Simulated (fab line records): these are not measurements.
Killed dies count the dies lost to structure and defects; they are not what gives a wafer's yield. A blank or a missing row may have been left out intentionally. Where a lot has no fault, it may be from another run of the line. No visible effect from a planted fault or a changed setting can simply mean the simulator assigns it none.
fab line records	flow rit_cmos
record lots=6	wafers=18	last_day=7
route steps=202 shown NWELL@35 PWELL@39 WELLDRIVE@50 NRETRO@53 M1@202
lots with no fault: from the same line, run without faults
start_h: hours from the record's opening day to when the first of the lot's shown wafers began	wait_h: how many hours have passed since the lot's step before this one	" identical to the entry in the row above	L1.1+2: several wafers, shown together as one row	- no value, or no start given	* or withheld: withheld	< > ~ a bound
route shown NAME@n: a module of which the file shows steps, and the number in the route of the first	usual: the fault-free wafers' mean and standard deviation	same: alike in all rows	chamber/n: place in a boat	sites: the reading at each site	_std_site: the values' standard deviation	_edge_site: the outer-site mean with the inner-site mean subtracted	radius_mm: how far each site lies from the wafer's centre	mask NAME#n: copy n	behind: the last tool/chamber to shape the wafer	hold: why the lot went on hold/how many hours it stayed there/how the hold came to an end	device: whichever transistor did not switch (one of n, p or np)	end of line: at the end of the route, the tests of the same wafers	for a step that has no rows: nothing shown but its recipe	killed: the dies lost at the first sort to structure and to defects; this is not the yield of the wafer	map: the dies of a wafer, with x for killed, . for not killed, _ for no die there
set.NAME: the setting that was run; set.NAME@STEP: the one run at that earlier step	model.NAME: the simulator's own value behind a step, which no gauge read
a table for each step, a row for each wafer; lots at some steps of the route
services: from which hour (start_h, from the record's first day; less than 0 if before it) a tool's chamber was out of use, for how many hours, and why
## steps
# step RIT_NWELL_HARDBAKE_07
# recipe resist=NOVOLAK	temp_c=140	time_s=120
# step RIT_NWELL_IMPLANT_08
# recipe species=P	energy_kev=170	dose_cm2=5e+13	tilt_deg=7
# step RIT_NWELL_STRIP_09
# recipe chemistry=O2	time_s=180	resist=NOVOLAK	platen_temp_c=withheld	power_w=500	pressure_mtorr=4000	o2_flow_sccm=4000
# usual drypump_motor_current_A=5.23/0.24
lot.wafer	tool	chamber	start_h	wait_h	drypump_motor_current_A	rf_hours_counter_h
L747.2	plasma_asher-02	1	41.05	0.1	5.12	41
L747.3	"	1	"	"	5.10	-
L747.4	"	0	"	"	5.52	-
L751.2	plasma_asher-01	1	60.89	0.1	5.50	40
L751.4	"	0	"	"	5.47	-
L751.6	"	0	"	"	5.47	-
L753.2	plasma_asher-04	1	72.25	0.1	4.93	43
L753.3	"	1	"	"	4.96	-
L753.6	"	1	"	"	4.96	-
L762.2	plasma_asher-01	0	122.32	0.1	5.48	1
L762.4	"	1	"	"	5.43	-
L762.6	"	1	"	"	5.47	-
L764.3	plasma_asher-04	0	127.79	0.1	5.02	-
L764.5	"	0	"	"	5.03	-
L764.6	"	1	"	"	4.94	-
L766.1	plasma_asher-01	1	139.25	0.1	5.46	2
L766.2	"	0	"	"	5.48	2
L766.6	"	1	"	"	5.41	-
# step RIT_NWELL_TW_MEAS_10
# usual NWELL_TW=2160/18
lot.wafer	tool	chamber	start_h	wait_h	NWELL_TW
L747.2	film_metro-01	-	41.24	0.1	2173
L747.3	"	-	"	"	2186
L747.4	"	-	"	"	2171
L751.2	film_metro-04	-	61.07	0.1	2163
L751.4	"	-	"	"	2173
L751.6	"	-	"	"	2157
L753.2	film_metro-01	-	72.44	0.1	2174
L753.3	"	-	"	"	2175
L753.6	"	-	"	"	2178
L762.2	film_metro-04	-	122.50	0.1	2173
L762.4	"	-	"	"	2163
L762.6	"	-	"	"	2153
L764.3	film_metro-03	-	127.93	0.1	2133
L764.5	"	-	"	"	2129
L764.6	"	-	"	"	2137
L766.1	film_metro-04	-	139.43	0.1	2160
L766.2	"	-	"	"	2161
L766.6	"	-	"	"	2152
# step RIT_PWELL_HMDS_00
# recipe prime_time_s=60	prime_temp_c=140
# step RIT_PWELL_COAT_01
# recipe resist=NOVOLAK	spin_rpm=2000	resist_thk_nm=1300
# step RIT_PWELL_SOFTBAKE_02
# recipe resist=NOVOLAK	temp_c=90	time_s=60
# step RIT_PWELL_EXPOSE_03
# recipe mask_id=M3	na=0.57	target_cd_nm=43700	dose_mj=250
# step RIT_PWELL_PEB_04
# recipe resist=NOVOLAK	temp_c=withheld	time_s=withheld
# step RIT_PWELL_DEVELOP_05
# recipe resist=NOVOLAK	develop_time_s=68	dev_temp_c=23
# step RIT_PWELL_OVL_MEAS_06
# usual PWELL_OVL=0.5/1.3
lot.wafer	tool	chamber	start_h	wait_h	PWELL_OVL[nm]
L747.2	overlay-01	-	42.43	-	-0.7
L747.3	"	-	"	"	1.4
L747.4	"	-	"	"	1.1
L751.2	overlay-01	-	62.01	-	0.9
L751.4	"	-	"	"	3.1
L751.6	"	-	"	"	2.5
L753.2	overlay-01	-	73.50	-	-0.9
L753.3	"	-	"	"	1.2
L753.6	"	-	"	"	-0.1
L762.2	overlay-01	-	123.44	-	-1.3
L762.4	"	-	"	"	-0.5
L762.6	"	-	"	"	1.2
L764.3	overlay-02	-	128.86	-	-1.9
L764.5	"	-	"	"	0.5
L764.6	"	-	"	"	0.0
L766.1	overlay-01	-	140.49	-	0.8
L766.2	"	-	"	"	0.5
L766.6	"	-	"	"	0.7
# step RIT_PWELL_HARDBAKE_07
# recipe resist=NOVOLAK	temp_c=140	time_s=120
# step RIT_PWELL_IMPLANT_08
# recipe species=B	energy_kev=170	dose_cm2=7e+13	tilt_deg=7
# usual dose_ions_cm2=7.001e+13/8.3e+10	faraday_current_uA=222/4.7
lot.wafer	tool	chamber	start_h	wait_h	dose_ions_cm2	faraday_current_uA
L747.2	implanter-03	0	42.73	0.2	7.005e+13	223
L747.3	"	0	"	"	7.011e+13	218
L747.4	"	0	"	"	7.012e+13	216
L751.2	implanter-01	0	62.31	0.2	8.131e+13	260
L751.4	"	0	"	"	8.117e+13	267
L751.6	"	0	"	"	8.118e+13	256
L753.2	implanter-01	0	73.80	0.2	8.123e+13	254
L753.3	"	0	"	"	8.127e+13	255
L753.6	"	0	"	"	8.126e+13	251
L762.2	implanter-04	0	123.74	0.2	7.014e+13	216
L762.4	"	0	"	"	7.001e+13	226
L762.6	"	0	"	"	7.007e+13	220
L764.3	implanter-01	0	129.18	0.2	7.009e+13	226
L764.5	"	0	"	"	7.008e+13	221
L764.6	"	0	"	"	7.004e+13	214
L766.1	implanter-01	0	140.78	0.2	7.016e+13	222
L766.2	"	0	"	"	7.001e+13	220
L766.6	"	0	"	"	7e+13	219
# step RIT_PWELL_STRIP_09
# recipe chemistry=O2	time_s=180	resist=NOVOLAK	platen_temp_c=withheld	power_w=500	pressure_mtorr=4000	o2_flow_sccm=4000
# usual drypump_motor_current_A=5.6/0.33
lot.wafer	tool	chamber	start_h	wait_h	drypump_motor_current_A	rf_hours_counter_h
L747.2	plasma_asher-01	0	42.86	0.1	5.5	38
L747.3	"	1	"	"	5.5	-
L747.4	"	0	"	"	5.5	-
L751.2	plasma_asher-01	0	62.44	0.1	5.5	40
L751.4	"	0	"	"	5.5	-
L751.6	"	0	"	"	5.5	-
L753.2	plasma_asher-01	0	73.93	0.1	5.5	41
L753.3	"	0	"	"	5.5	-
L753.6	"	1	"	"	5.5	-
L762.2	plasma_asher-01	1	123.87	0.1	5.5	1
L762.4	"	1	"	"	5.5	-
L762.6	"	0	"	"	5.5	-
L764.3	plasma_asher-03	0	129.34	0.1	6.2	-
L764.5	"	0	"	"	6.2	-
L764.6	"	1	"	"	5.8	-
L766.1	plasma_asher-02	0	140.93	0.1	5.5	51
L766.2	"	1	"	"	5.1	51
L766.6	"	0	"	"	5.5	-
# step RIT_PWELL_TW_MEAS_10
# usual PWELL_TW=958/8.6
lot.wafer	tool	chamber	start_h	wait_h	PWELL_TW
L747.2	film_metro-03	-	43.04	0.1	950
L747.3	"	-	"	"	947
L747.4	"	-	"	"	944
L751.2	film_metro-03	-	62.62	0.1	984
L751.4	"	-	"	"	990
L751.6	"	-	"	"	988
L753.2	film_metro-03	-	74.11	0.1	1002
L753.3	"	-	"	"	999
L753.6	"	-	"	"	999
L762.2	film_metro-01	-	124.05	0.1	970
L762.4	"	-	"	"	972
L762.6	"	-	"	"	965
L764.3	film_metro-03	-	129.48	0.1	945
L764.5	"	-	"	"	946
L764.6	"	-	"	"	943
L766.1	film_metro-04	-	141.10	0.1	955
L766.2	"	-	"	"	955
L766.6	"	-	"	"	959
# step RIT_WELLDRIVE_ANNEAL_00
# recipe temp_c=1100	time_s=14700	ambient=N2
# step RIT_WELLDRIVE_RS_MEAS_01
# recipe thk_meas_gauge=four-point-probe
# usual NWELL_RS=275.5/0.83
lot.wafer	tool	chamber	start_h	wait_h	NWELL_RS[ohm/sq]
L747.2	film_metro-01	-	48.19	0.0	274.1
L747.3	"	-	"	"	274.6
L747.4	"	-	"	"	274.1
L751.2	film_metro-03	-	68.23	0.0	275.6
L751.4	"	-	"	"	275.7
L751.6	"	-	"	"	275.3
L753.2	film_metro-01	-	79.47	0.0	275.9
L753.3	"	-	"	"	275.8
L753.6	"	-	"	"	275.9
L762.2	film_metro-04	-	129.21	0.0	273.8
L762.4	"	-	"	"	273.7
L762.6	"	-	"	"	274.8
L764.3	film_metro-04	-	136.86	0.0	275.1
L764.5	"	-	"	"	275.6
L764.6	"	-	"	"	275.0
L766.1	film_metro-03	-	148.21	0.0	276.4
L766.2	"	-	"	"	276.5
L766.6	"	-	"	"	277.0
# step RIT_WELLDRIVE_RS_MEAS_02
# recipe thk_meas_gauge=four-point-probe
# usual PWELL_RS=429.3/1.1
lot.wafer	tool	chamber	start_h	wait_h	PWELL_RS[ohm/sq]
L747.2	film_metro-01	-	48.31	0.1	430.6
L747.3	"	-	"	"	429.0
L747.4	"	-	"	"	430.3
L751.2	film_metro-03	-	68.35	0.1	390.4
L751.4	"	-	"	"	392.0
L751.6	"	-	"	"	391.0
L753.2	film_metro-01	-	79.59	0.1	391.1
L753.3	"	-	"	"	392.7
L753.6	"	-	"	"	391.6
L762.2	film_metro-04	-	129.33	0.1	428.0
L762.4	"	-	"	"	428.6
L762.6	"	-	"	"	428.4
L764.3	film_metro-04	-	136.98	0.1	428.6
L764.5	"	-	"	"	428.8
L764.6	"	-	"	"	428.3
L766.1	film_metro-03	-	148.33	0.1	427.9
L766.2	"	-	"	"	428.2
L766.6	"	-	"	"	429.4
# step RIT_NRETRO_HMDS_00
# recipe prime_time_s=60	prime_temp_c=140
# step RIT_M1_PROBE_99
# usual killed_at_contacts=0.1/0.31	killed_at_front_end=7.1/2.8	killed_dies=7.2/2.8	killed_open=3.5/2	killed_short=3.7/1.9
# same gross_dies=264	killed_at_M0_to_M3=0	killed_at_M4_up=0	killed_at_back_side=0	killed_at_other=0
lot.wafer	tool	chamber	start_h	wait_h	killed_at_contacts	killed_at_front_end	killed_dies	killed_open	killed_short	model.etest.nmos_0p3.r_on_ohm_um	model.etest.pwell_pinched.rs_ohm_sq	model.etest.pwell.rs_ohm_sq	model.etest.nmos_turned.drive_ua_um	model.etest.nmos_0p15.drive_ua_um	model.etest.nmos_narrow.drive_ua_um	model.etest.nmos_0p3.drive_ua_um	model.etest.well_edge_left.line_ohm_um
L747.2	prober-01	-	76.54	0.1	0	8	8	3	5	2091	449.9	413.4	346.8	486.7	229.4	232.6	180.2
L747.3	prober-01	-	76.59	0.2	0	8	8	6	2	2149	447.2	410.3	324.3	468.2	225	224.7	181.2
L747.4	prober-01	-	76.64	0.2	0	8	8	4	4	2154	447	404.6	337.7	468.3	224.9	227.5	182.8
L751.2	prober-01	-	100.24	0.1	0	5	5	1	4	2258	416.8	374	307.4	436.9	208.1	206.3	186.9
L751.4	prober-01	-	100.34	0.2	1	6	7	2	5	2239	405.7	374.6	314.5	444.2	205.5	205.1	187.2
L751.6	prober-01	-	100.44	0.2	0	7	7	2	5	2233	410.4	373.7	305.4	443.7	208.8	207.6	189.1
L753.2	prober-01	-	110.07	0.1	0	8	8	3	5	2283	418.8	377.8	280.2	435.9	210.8	206.8	189.9
L753.3	prober-01	-	110.12	0.2	0	5	5	5	0	2280	420	379.5	282.4	427.3	207.2	203.6	187.8
L753.6	prober-01	-	110.27	0.2	0	7	7	7	0	2187	416.3	379.8	302.3	457.5	216.1	213.2	188.3
L762.2	prober-02	-	163.72	0.1	0	8	8	4	4	2119	462.6	419.8	364.6	499.2	231.9	230.1	181.6
L762.4	prober-02	-	163.82	0.2	0	5	5	3	2	2162	457.5	417.9	354.7	486.2	218.6	218.5	180.7
L762.6	prober-02	-	163.92	0.2	0	12	12	6	6	2178	463	419.4	352	481.8	220.2	222.4	179.5
L764.3	prober-02	-	170.09	0.2	1	9	10	4	6	2168	469.8	417.9	334.9	473.3	221.3	222.2	181.4
L764.5	prober-02	-	170.19	0.2	0	9	9	4	5	2128	469.4	421.4	348.9	480.1	223.4	222.5	182
L764.6	prober-02	-	170.24	0.2	0	10	10	7	3	2171	470.9	420	337.4	469.7	224.5	224.9	182.2
L766.1	prober-02	-	179.02	0.1	0	4	4	2	2	2177	459.6	421.1	308.2	461.2	225.3	222.2	182.3
L766.2	prober-02	-	179.07	0.1	0	6	6	4	2	2187	458.9	421.1	305.8	461.3	224	222.6	184.5
L766.6	prober-02	-	179.27	0.2	0	4	4	2	2	2185	453.9	413.6	312.4	468	223.8	222.6	183.6
# killed by level:class
L747.2 FOX2:geometric_particle:open=2 GATE:geometric_particle:short=2 REOX:geometric_particle:short=2 FOX2:geometric_particle:short=1 SPACER:geometric_particle:open=1
L747.3 FOX1:geometric_particle:open=2 GATE:geometric_particle:open=2 FOX1:geometric_particle:short=1 FOX2:geometric_particle:short=1 SPACER:geometric_particle:open=1 SILICIDE:geometric_particle:open=1
L747.4 FOX1:geometric_particle:open=2 FOX1:geometric_particle:short=2 GATE:geometric_particle:short=1 REOX:geometric_particle:open=1 SPACER:geometric_particle:open=1 SILICIDE:geometric_particle:short=1
L751.2 FOX1:geometric_particle:short=2 GATE:geometric_particle:short=1 GATE:geometric_particle:open=1 SPACER:geometric_particle:short=1
L751.4 GATE:geometric_particle:short=2 FOX1:geometric_particle:open=1 FOX2:geometric_particle:short=1 SPACER:geometric_particle:open=1 SPACER:geometric_particle:short=1 CONTACT:geometric_particle:short=1
L751.6 GATE:geometric_particle:short=4 FOX1:geometric_particle:open=1 SPACER:geometric_particle:open=1 SILICIDE:geometric_particle:short=1
L753.2 GATE:geometric_particle:short=3 FOX1:geometric_particle:short=2 GATE:geometric_particle:open=2 FOX1:geometric_particle:open=1
L753.3 SPACER:geometric_particle:open=2 FOX1:geometric_particle:open=1 FOX2:geometric_particle:open=1 GATE:geometric_particle:open=1
L753.6 GATE:geometric_particle:open=4 FOX1:geometric_particle:open=2 FOX2:geometric_particle:open=1
L762.2 SPACER:geometric_particle:short=3 GATE:geometric_particle:open=2 FOX2:geometric_particle:short=1 REOX:geometric_particle:open=1 SPACER:geometric_particle:open=1
L762.4 FOX1:geometric_particle:short=1 FOX2:geometric_particle:open=1 GATE:geometric_particle:open=1 REOX:geometric_particle:short=1 SPACER:geometric_particle:open=1
L762.6 FOX2:geometric_particle:short=2 GATE:geometric_particle:open=2 GATE:geometric_particle:short=2 REOX:geometric_particle:open=2 SPACER:geometric_particle:short=2 SPACER:geometric_particle:open=2
L764.3 GATE:geometric_particle:open=4 SILICIDE:geometric_particle:short=2 FOX1:geometric_particle:short=1 GATE:geometric_particle:short=1 REOX:geometric_particle:short=1 CONTACT:geometric_particle:short=1
L764.5 FOX2:geometric_particle:short=2 GATE:geometric_particle:short=2 FOX2:geometric_particle:open=1 GATE:geometric_particle:open=1 REOX:geometric_particle:open=1 SPACER:geometric_particle:short=1 SPACER:geometric_particle:open=1
L764.6 SILICIDE:geometric_particle:open=5 GATE:geometric_particle:short=2 FOX2:geometric_particle:short=1 GATE:geometric_particle:open=1 SPACER:geometric_particle:open=1
L766.1 FOX1:geometric_particle:short=2 GATE:geometric_particle:open=1 SILICIDE:geometric_particle:open=1
L766.2 FOX1:geometric_particle:short=2 GATE:geometric_particle:open=2 REOX:geometric_particle:open=2
L766.6 GATE:geometric_particle:short=2 FOX1:geometric_particle:open=1 SILICIDE:geometric_particle:open=1
## services
tool	chamber	start_h	hours	kind
implanter-04	-	26.31	22.5	repair
implanter-03	-	39.14	3.5	repair
implanter-01	-	57.60	2.9	pm
plasma_asher-01	-	87.05	0.5	repair
implanter-01	-	104.26	1.2	repair
plasma_asher-01	-	108.75	9.0	pm
plasma_asher-01	0	108.75	9.0	vent_cycle
plasma_asher-01	1	108.75	9.0	vent_cycle
plasma_asher-01	0	117.75	-	clean
plasma_asher-01	1	117.75	-	clean
plasma_asher-02	-	119.68	1.4	repair
implanter-03	-	134.55	0.6	repair
## key
first_sign step=RIT_PWELL_IMPLANT_08	reading=dose_ions_cm2	direction=up	sigmas=99+	usual=7.001e+13	struck=8.123e+13
effect step=RIT_PWELL_IMPLANT_08	reading=faraday_current_uA	direction=up	sigmas=7.5	usual=222	struck=257
effect step=RIT_PWELL_TW_MEAS_10	reading=PWELL_TW	direction=up	sigmas=4.2	usual=958	struck=994
effect step=RIT_WELLDRIVE_RS_MEAS_02	reading=PWELL_RS	direction=down	sigmas=35	usual=429.3	struck=391.5
model_effect step=RIT_M1_PROBE_99	value=etest.nmos_0p3.r_on_ohm_um	without=2135	struck=2247
met_at RIT_PWELL_IMPLANT_08
struck_wafers L751.2,L751.4,L751.6,L753.2,L753.3,L753.6
tester_left_out L751,L753
fault kind=process_parameter_drift	tool=implanter-01	chamber=-	onset_h=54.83	steps=RIT_PWELL_IMPLANT_08	channel=dose_cm2	offset=1.12e+13	shape=step	end_h=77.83	acts_in=these_recipes_only	stated=7e+13
# tester_left_out: of these lots the tester's yield and bins aren't shown, on N5 and GAA mostly nor the transistor test; their killed dies are dies lost to structure and defects alone, not to doping, threshold or leakage, so they don't give the yield
